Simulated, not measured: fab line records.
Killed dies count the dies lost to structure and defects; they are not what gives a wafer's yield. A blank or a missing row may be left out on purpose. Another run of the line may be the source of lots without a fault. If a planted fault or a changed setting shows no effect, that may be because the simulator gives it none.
A lot that was struck, set against a sound lot || flow rit cmos || 15 out of 202 route steps
Sound: wafers L394.3, L394.4, L394.6. The struck wafers were L409.1, L409.4, L409.6. The cause is named last.
Each step with rows lists, per side, the tool, then ch with its chambers, then its first start. Under that, the readings that differ: sound wafers || struck wafers || difference of the means || sigmas: that difference in standard deviations of wafers without a fault.
alike: words and numbers the same on both sides, and readings whose means are apart by under 2 such deviations; not compared: readings that were withheld, readings missing a value for some wafer, numbers with overlapping values and no deviation given by the record, and bounds like >300 which may hide the same value.
The two part at a step that has a row with sigmas, a row that says differs or no value, or rows on one side only. When numbers do not overlap yet have no deviation, they are printed without sigmas and do not part them. A reading that every wafer of one side lacks parts them only if that side has two wafers or more.

first, 5 steps without rows for these wafers: RIT_NSD_COAT_01 (resist thk 1000 nm); RIT_NSD_SOFTBAKE_02 (time 58.73 s); RIT_NSD_EXPOSE_03 (exposes mask M9, target cd 40700 nm); RIT_NSD_PEB_04; RIT_NSD_DEVELOP_05 (develop time 50 s).
RIT_NSD_OVL_MEAS_06:
  sound on overlay-02 at day 3 05:42; struck on overlay-02 at day 6 14:05
  alike: NSD_OVL
then, 2 steps without rows for these wafers: RIT_NSD_HARDBAKE_07 (time 60 s); RIT_NSD_IMPLANT_08.
RIT_NSD_STRIP_09: strips in O2, time 180 s.
  sound on plasma asher-03 ch 0,1, day 3 06:05; struck on plasma asher-03 ch 0,1, day 6 14:25
  alike: drypump motor current A
  not compared: rf hours counter h
RIT_NSD_TW_MEAS_10:
  sound on film metro-01 at day 3 06:13; struck on film metro-04 at day 6 14:35
{"reading": "NSD_TW", "sound": "3152 3162 3153", "struck": "3104 3107 3093", "difference": -54, "sigmas": -2}
then, 2 steps without rows for these wafers: RIT_PSD_HMDS_00 (prime time 60 s); RIT_PSD_COAT_01 (resist thk 1000 nm).
RIT_PSD_SOFTBAKE_02: time 60 s.
  sound on litho track-02 ch 0, day 3 06:37; struck on litho track-02 ch 0, day 6 14:57
{"reading": "heater power total W (W)", "sound": "34.64 34.65 34.58", "struck": "35.27 35.28 35.40", "difference": "+0.69", "sigmas": "+14"}
{"reading": "run length s (s)", "sound": "88.95 89.19 89.07", "struck": "84.87 84.79 84.80", "difference": -4.25, "sigmas": -35}
then, 1 step without rows for these wafers: RIT_PSD_EXPOSE_03 (exposes mask M10, target cd 40900 nm).
RIT_M1_PROBE_99:
  sound on prober-01 at day 3 15:52; struck on prober-02 at day 7 01:07
{"reading": "killed short", "sound": "6 6 4", "struck": "0 1 1", "difference": -5, "sigmas": -2}
  alike: killed_at_M0_to_M3, killed at contacts, killed at front end, killed dies, killed open

WHERE THEY PART
Earliest at RIT_NSD_TW_MEAS_10; latest, in this record, at RIT_M1_PROBE_99.

WHY: the cause the simulator had injected
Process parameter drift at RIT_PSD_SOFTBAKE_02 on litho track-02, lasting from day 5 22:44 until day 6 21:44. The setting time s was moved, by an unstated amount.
